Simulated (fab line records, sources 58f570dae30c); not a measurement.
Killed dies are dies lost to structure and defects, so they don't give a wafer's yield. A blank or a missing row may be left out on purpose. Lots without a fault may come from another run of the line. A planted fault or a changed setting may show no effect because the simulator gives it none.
fab line records | flow berkeley_cmos170
record lots=15 wafers=45 last_day=12
route steps=331 shown WELLDRIVE@58 M1@240
lots that met no fault: from a run of the same line without faults
start_h: hours from the record's first day to the start of the lot's first wafer shown | wait_h: hours since the lot's step before | " the same as in the row above | L1.1+2: a row that stands for several wafers | - no value, or no start given | * or withheld: withheld | < > ~ a bound
route shown NAME@n: a module of which the file shows steps, and the number in the route of the first | usual: mean/standard deviation of fault-free wafers | same: alike in all rows | chamber/n: place in a boat | sites: the reading at each site | _std_site: their standard deviation | _edge_site: outer sites' mean less inner sites' | radius_mm: how far each site lies from the wafer's centre | mask NAME#n: copy n | behind: the tool/chamber that last shaped the wafer | hold: why the lot was held/for how many hours/how that ended | device: the transistor (n, p or np) that didn't switch | end of line: the same wafers' tests at the end of the route | a step without rows: its recipe alone | killed: dies lost to structure and defects at the first sort, not the wafer's yield | map: a wafer's dies, x killed, . not, _ none there
set.NAME: the setting as run; set.NAME@STEP: as run at that earlier step | model.NAME: the simulator's own value behind a step, which no gauge read
steps of the route over a sample of lots; a table a step, a row a wafer
services: from which hour (start_h, from the record's first day; less than 0 if before it) a tool's chamber was out of use, for how many hours, and why
## steps
# step UCB170_WELLDRIVE_ANNEAL_03
# recipe temp_c=1100 time_s=900 ambient=N2
# usual spike_tc_centre_C=1102.7/1.2 spike_tc_load_C=1125.6/2.4 spike_tc_source_C=1124.6/2.1 zone_power_centre_pct=53.5/2 zone_power_source_pct=40.3/2.2
# columns lot.wafer tool chamber start_h wait_h spike_tc_centre_C spike_tc_load_C spike_tc_source_C zone_power_centre_pct zone_power_source_pct
L965.3 furnace-04 0 77.27 3.3 1100.9 1125.8 1123.3 54.9 39.1
L965.4 " 0 " " 1102.4 1124.9 1123.5 54.1 39.3
L965.5 " 0 " " 1102.0 1122.6 1122.1 55.4 38.9
L966.3 furnace-01 0 87.49 4.2 1102.5 1128.3 1126.7 51.2 39.3
L966.5 " 0 " " 1102.8 1128.4 1126.3 51.3 39.4
L966.6 " 0 " " 1102.4 1130.1 1129.4 51.3 38.5
L967.3 furnace-01 0 87.49 4.2 1104.2 1129.0 1128.4 51.0 38.6
L967.4 " 0 " " 1104.0 1129.2 1126.7 51.1 39.8
L967.5 " 0 " " 1105.4 1126.8 1127.9 51.2 39.4
L968.1 furnace-04 0 108.81 4.3 1101.4 1122.9 1122.4 55.0 39.2
L968.3 " 0 " " 1101.7 1125.1 1123.2 55.8 38.9
L968.6 " 0 " " 1102.4 1122.2 1123.5 54.8 38.9
L970.2 furnace-04 0 108.81 4.3 1101.3 1124.5 1123.7 55.8 38.5
L970.3 " 0 " " 1102.4 1125.0 1125.3 56.2 38.8
L970.4 " 0 " " 1101.4 1125.0 1122.9 54.3 39.8
L973.3 furnace-04 0 108.81 4.3 1102.6 1124.3 1123.9 55.9 38.2
L973.5 " 0 " " 1101.9 1123.6 1123.3 56.2 39.1
L973.6 " 0 " " 1103.0 1123.5 1123.5 55.7 39.1
L971.1 furnace-02 0 116.40 6.6 1101.6 1126.3 1122.4 52.1 44.7
L971.4 " 0 " " 1102.6 1124.4 1125.3 51.3 45.0
L971.5 " 0 " " 1102.0 1124.5 1123.6 52.2 45.4
L978.1 furnace-04 0 145.64 2.6 1062.4 1083.2 1081.6 52.9 35.7
L978.2 " 0 " " 1063.8 1082.0 1082.4 52.8 36.1
L978.5 " 0 " " 1062.5 1084.2 1082.6 52.6 35.5
L979.1 furnace-04 0 145.64 2.6 1060.4 1083.1 1082.9 52.9 35.6
L979.2 " 0 " " 1062.8 1084.2 1082.5 53.9 36.4
L979.3 " 0 " " 1061.8 1084.4 1082.0 52.2 35.5
L980.3 furnace-04 0 145.64 2.6 1062.8 1083.2 1082.6 52.9 35.3
L980.4 " 0 " " 1061.6 1082.0 1082.3 52.7 36.2
L980.6 " 0 " " 1060.6 1083.9 1082.8 52.7 36.4
L981.2 furnace-01 0 160.43 6.3 1103.0 1127.9 1127.1 52.0 40.0
L981.3 " 0 " " 1103.3 1129.7 1126.8 51.3 39.4
L981.4 " 0 " " 1103.6 1128.9 1129.0 52.0 39.7
L982.1 furnace-01 0 166.03 5.6 1101.9 1128.4 1128.0 51.5 39.0
L982.5 " 0 " " 1104.9 1128.5 1127.0 51.1 39.0
L982.6 " 0 " " 1102.1 1130.8 1125.8 51.5 39.0
L983.3 furnace-01 0 166.03 5.6 1100.9 1129.3 1126.6 51.8 39.1
L983.5 " 0 " " 1104.6 1129.0 1128.1 51.1 38.9
L983.6 " 0 " " 1103.7 1130.6 1126.6 51.2 39.1
L985.1 furnace-02 0 181.41 3.8 1103.0 1124.1 1124.3 51.5 44.9
L985.5 " 0 " " 1102.8 1122.4 1123.2 51.9 45.3
L985.6 " 0 " " 1100.2 1124.1 1124.8 52.4 45.2
L986.2 furnace-02 0 181.41 3.7 1103.5 1124.9 1122.8 52.0 44.6
L986.3 " 0 " " 1102.1 1126.0 1125.1 52.3 44.3
L986.5 " 0 " " 1102.7 1123.8 1124.0 51.8 43.8
# step UCB170_M1_THK_MEAS_02
# recipe thk_meas_gauge=xrf reads=Al_of_M1_SPUTTER_00
# usual M1_AL_THK=596/6
# columns lot.wafer tool chamber start_h wait_h M1_AL_THK[nm]
L965.3 film_metro-02 - 176.32 0.1 599
L965.4 " - " " 595
L965.5 " - " " 587
L966.3 film_metro-01 - 190.88 0.1 589
L966.5 " - " " 599
L966.6 " - " " 596
L967.3 film_metro-02 - 191.20 0.1 590
L967.4 " - " " 598
L967.5 " - " " 594
L970.2 film_metro-03 - 209.57 0.1 596
L970.3 " - " " 589
L970.4 " - " " 585
L971.1 film_metro-03 - 210.74 0.1 589
L971.4 " - " " 591
L971.5 " - " " 590
L973.3 film_metro-01 - 212.68 0.1 610
L973.5 " - " " 606
L973.6 " - " " 599
L968.1 film_metro-01 - 213.01 0.1 601
L968.3 " - " " 607
L968.6 " - " " 601
L979.1 film_metro-03 - 247.22 0.1 595
L979.2 " - " " 589
L979.3 " - " " 601
L978.1 film_metro-02 - 247.41 0.1 589
L978.2 " - " " 594
L978.5 " - " " 596
L980.3 film_metro-01 - 247.60 0.1 600
L980.4 " - " " 603
L980.6 " - " " 602
L981.2 film_metro-02 - 251.89 0.1 595
L981.3 " - " " 595
L981.4 " - " " 588
L982.1 film_metro-01 - 262.23 0.1 607
L982.5 " - " " 605
L982.6 " - " " 606
L983.3 film_metro-03 - 263.02 0.1 594
L983.5 " - " " 591
L983.6 " - " " 584
L986.2 film_metro-02 - 274.54 0.1 585
L986.3 " - " " 591
L986.5 " - " " 590
L985.1 film_metro-02 - 277.08 0.1 596
L985.5 " - " " 592
L985.6 " - " " 590
# step UCB170_M1_STRIP_13
# recipe chemistry=O2 power_w=400 pressure_mtorr=3500 platen_temp_c=withheld o2_flow_sccm=400 overash_fraction=0.5
# usual drypump_motor_current_A=6.0/0.45 o2_flow_sccm=400.2/1.3 oes_product_au=0.721/0.0042
# columns lot.wafer tool chamber start_h wait_h drypump_motor_current_A o2_flow_sccm oes_product_au rf_hours_counter_h
L965.3 plasma_asher-02 1 177.89 0.1 5.9 400.6 0.723 -
L965.4 " 0 " " 6.4 397.7 0.714 -
L965.5 " 1 " " 5.9 399.1 0.727 -
L966.3 plasma_asher-03 0 192.96 0.1 5.6 401.4 0.722 -
L966.5 " 0 " " 5.6 402.1 0.724 -
L966.6 " 1 " " 5.3 398.7 0.718 -
L967.3 plasma_asher-03 1 193.29 0.1 5.3 398.8 0.717 -
L967.4 " 0 " " 5.6 400.3 0.720 -
L967.5 " 0 " " 5.6 400.4 0.715 -
L970.2 plasma_asher-03 1 211.85 0.2 5.3 402.9 0.716 46
L970.3 " 1 " " 5.3 400.7 0.718 -
L970.4 " 0 " " 5.6 401.6 0.718 -
L971.1 plasma_asher-03 0 212.72 0.2 5.6 400.5 0.721 46
L971.4 " 1 " " 5.3 397.8 0.728 -
L971.5 " 1 " " 5.3 397.9 0.723 -
L973.3 plasma_asher-04 0 214.40 0.2 6.6 400.5 0.720 -
L973.5 " 1 " " 6.1 399.8 0.716 -
L973.6 " 0 " " 6.6 399.7 0.722 -
L968.1 plasma_asher-03 1 214.63 0.1 5.3 398.6 0.720 46
L968.3 " 1 " " 5.3 399.5 0.719 -
L968.6 " 0 " " 5.6 400.1 0.723 -
L979.1 plasma_asher-02 0 249.02 0.1 6.4 400.8 0.712 54
L979.2 " 1 " " 5.9 400.3 0.728 54
L979.3 " 1 " " 5.9 401.3 0.716 -
L978.1 plasma_asher-04 0 249.07 0.1 6.6 400.0 0.725 50
L978.2 " 1 " " 6.1 402.7 0.725 50
L978.5 " 1 " " 6.1 399.8 0.727 -
L980.3 plasma_asher-02 0 249.28 0.1 6.4 399.3 0.731 -
L980.4 " 1 " " 5.9 400.4 0.725 -
L980.6 " 1 " " 5.9 398.7 0.722 -
L981.2 plasma_asher-02 0 253.11 0.1 6.4 401.0 0.724 55
L981.3 " 0 " " 6.4 400.0 0.722 -
L981.4 " 1 " " 5.9 400.0 0.721 -
L982.1 plasma_asher-02 1 265.30 0.1 5.9 401.2 0.722 56
L982.5 " 0 " " 6.4 401.3 0.716 -
L982.6 " 1 " " 5.9 401.4 0.721 -
L983.3 plasma_asher-04 0 266.20 0.1 6.6 399.3 0.714 -
L983.5 " 1 " " 6.1 399.4 0.725 -
L983.6 " 0 " " 6.6 398.4 0.721 -
L986.2 plasma_asher-04 1 276.05 0.1 6.1 401.8 0.718 54
L986.3 " 0 " " 6.6 400.2 0.718 -
L986.5 " 1 " " 6.1 402.2 0.718 -
L985.1 plasma_asher-02 1 279.31 0.1 5.9 401.4 0.723 58
L985.5 " 0 " " 6.4 400.5 0.715 -
L985.6 " 1 " " 5.9 402.5 0.721 -
# step UCB170_M1_CD_MEAS_90
# recipe target_cd_nm=700
# usual cd_nm=700.1/2.5
# columns lot.wafer tool chamber start_h wait_h cd_nm
L965.3 cd_sem-02 - 178.00 0.1 702.0
L965.4 " - " " 696.1
L965.5 " - " " 702.1
L966.3 cd_sem-02 - 193.08 0.1 696.3
L966.5 " - " " 692.7
L966.6 " - " " 695.8
L967.3 cd_sem-01 - 193.39 0.1 704.9
L967.4 " - " " 704.1
L967.5 " - " " 705.8
L970.2 cd_sem-01 - 211.97 0.1 699.3
L970.3 " - " " 700.2
L970.4 " - " " 700.6
L971.1 cd_sem-01 - 212.82 0.1 698.5
L971.4 " - " " 697.0
L971.5 " - " " 699.1
L973.3 cd_sem-01 - 214.50 0.1 700.7
L973.5 " - " " 702.7
L973.6 " - " " 702.0
L968.1 cd_sem-02 - 214.73 0.1 701.3
L968.3 " - " " 699.2
L968.6 " - " " 702.3
L979.1 cd_sem-02 - 249.12 0.1 700.9
L979.2 " - " " 700.6
L979.3 " - " " 701.5
L978.1 cd_sem-01 - 249.17 0.1 700.2
L978.2 " - " " 698.4
L978.5 " - " " 698.5
L980.3 cd_sem-01 - 249.39 0.1 699.8
L980.4 " - " " 701.0
L980.6 " - " " 699.9
L981.2 cd_sem-02 - 253.23 0.1 698.7
L981.3 " - " " 700.5
L981.4 " - " " 698.5
L982.1 cd_sem-01 - 265.41 0.1 700.7
L982.5 " - " " 700.7
L982.6 " - " " 700.7
L983.3 cd_sem-01 - 266.31 0.1 701.4
L983.5 " - " " 701.0
L983.6 " - " " 702.7
L986.2 cd_sem-02 - 276.25 0.2 703.1
L986.3 " - " " 699.4
L986.5 " - " " 700.9
L985.1 cd_sem-02 - 279.41 0.1 699.6
L985.5 " - " " 701.0
L985.6 " - " " 698.7
## services
# columns tool chamber start_h hours kind
plasma_asher-03 - 79.18 5.1 repair
plasma_asher-04 - 80.54 1.0 repair
furnace-01 - 83.66 2.3 pm
plasma_asher-04 - 84.98 2.1 repair
furnace-04 - 94.09 4.3 pm
plasma_asher-03 - 94.63 1.6 repair
plasma_asher-03 - 108.79 9.2 repair
furnace-02 - 110.26 6.1 pm
plasma_asher-03 - 113.06 1.4 repair
plasma_asher-03 - 125.65 2.8 pm
plasma_asher-04 - 127.14 1.7 repair
plasma_asher-04 - 127.64 11.0 repair
plasma_asher-03 - 175.78 0.5 repair
furnace-02 - 178.14 2.0 pm
plasma_asher-04 - 192.81 0.7 repair
furnace-02 - 215.06 3.6 pm
furnace-01 - 219.23 3.7 pm
plasma_asher-02 - 241.70 2.9 repair
plasma_asher-02 - 245.86 1.9 repair
plasma_asher-03 - 245.91 23.3 pm
furnace-04 - 252.26 2.9 pm
furnace-04 - 261.95 4.0 pm
## key
first_sign step=UCB170_WELLDRIVE_ANNEAL_03 reading=spike_tc_centre_C direction=down sigmas=33 usual=1102.7 struck=1062.1
effect step=UCB170_WELLDRIVE_ANNEAL_03 reading=spike_tc_source_C direction=down sigmas=20 usual=1124.6 struck=1082.4
met_at UCB170_WELLDRIVE_ANNEAL_03
struck_lots L978,L979,L980
sort_left_out L979.1,L979.2,L979.3
tester_left_out L978,L979,L980
not_acting_at UCB170_M1_THK_MEAS_02,UCB170_M1_STRIP_13,UCB170_M1_CD_MEAS_90
onset_between 108.81 145.64
fault kind=process_parameter_drift tool=furnace-04 chamber=- onset_h=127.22 steps=UCB170_WELLDRIVE_ANNEAL_03 channel=temp_c offset=* shape=step end_h=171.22 acts_in=* stated=*
# tester_left_out: of these lots the tester's yield and bins aren't shown, on N5 and GAA mostly nor the transistor test; their killed dies are dies lost to structure and defects alone, not to doping, threshold or leakage, so they don't give the yield
# sort_left_out: the simulated sort isn't trusted on such a fault, so these wafers' sort isn't shown, and their yield isn't known
